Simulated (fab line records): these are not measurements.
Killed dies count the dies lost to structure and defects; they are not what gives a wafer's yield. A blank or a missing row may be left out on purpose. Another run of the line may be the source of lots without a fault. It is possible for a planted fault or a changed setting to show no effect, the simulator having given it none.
What tool caused it? | flow ritCmos | 18 wafers from 6 lots sampled at 2 of the route's 202 steps

## WHAT EACH GAUGE READ, for each wafer
RIT_SPACER_THK_MEAS_04.
lot  | measured    | on           | SPACER_NITRIDE_THK (nm)
L820 | day 3 13:59 | filmMetro-01 | 255.5 254.6 253.0
L822 | day 4 05:02 | filmMetro-02 | 253.4 251.7 250.7
L824 | day 4 08:48 | filmMetro-01 | 250.6 252.5 249.7
L829 | day 5 16:30 | filmMetro-03 | 253.2 251.4 255.1
L831 | day 5 19:35 | filmMetro-03 | 252.8 252.4 253.6
L840 | day 7 23:41 | filmMetro-02 | 252.7 254.3 254.8

## TOOL THAT RAN EACH LOT (tool first, then ch and the chambers of the sampled wafers, then the start)
lot  | RIT_SPACER_CVD_03
L820 | lpcvd-01 ch 0, day 3 12:04
L822 | lpcvd-02 ch 1, day 4 02:10
L824 | lpcvd-01 ch 1, day 4 06:53
L829 | lpcvd-01 ch 1, day 5 13:37
L831 | lpcvd-01 ch 0, day 5 16:43
L840 | lpcvd-01 ch 0, day 7 20:49
- RIT_SPACER_CVD_03: deposits Si3N4 from SiH2Cl2/NH3, target thk 250 nm, time 3347 s.

## THE ANSWER, worked out from the rows above alone
Rule: the lots themselves supply what counts as usual. The widest of any qualifying gaps counts: lots, ordered by their means at a reading, are off when they make up no more than a third of the lots, leave a main group of 4 or more, and stand apart from it by 3 or more times the standard deviation of that group's means. A main group is skipped when, at the precision printed for the reading in the tables above, its means are all equal. Also off: a lot with no number at a reading for which 4 or more lots have one. The other lots that the step has rows for count as sound.
None of the lots is off at any reading shown; this tells nothing.

## WHAT WAS PUT IN BY THE SIMULATOR
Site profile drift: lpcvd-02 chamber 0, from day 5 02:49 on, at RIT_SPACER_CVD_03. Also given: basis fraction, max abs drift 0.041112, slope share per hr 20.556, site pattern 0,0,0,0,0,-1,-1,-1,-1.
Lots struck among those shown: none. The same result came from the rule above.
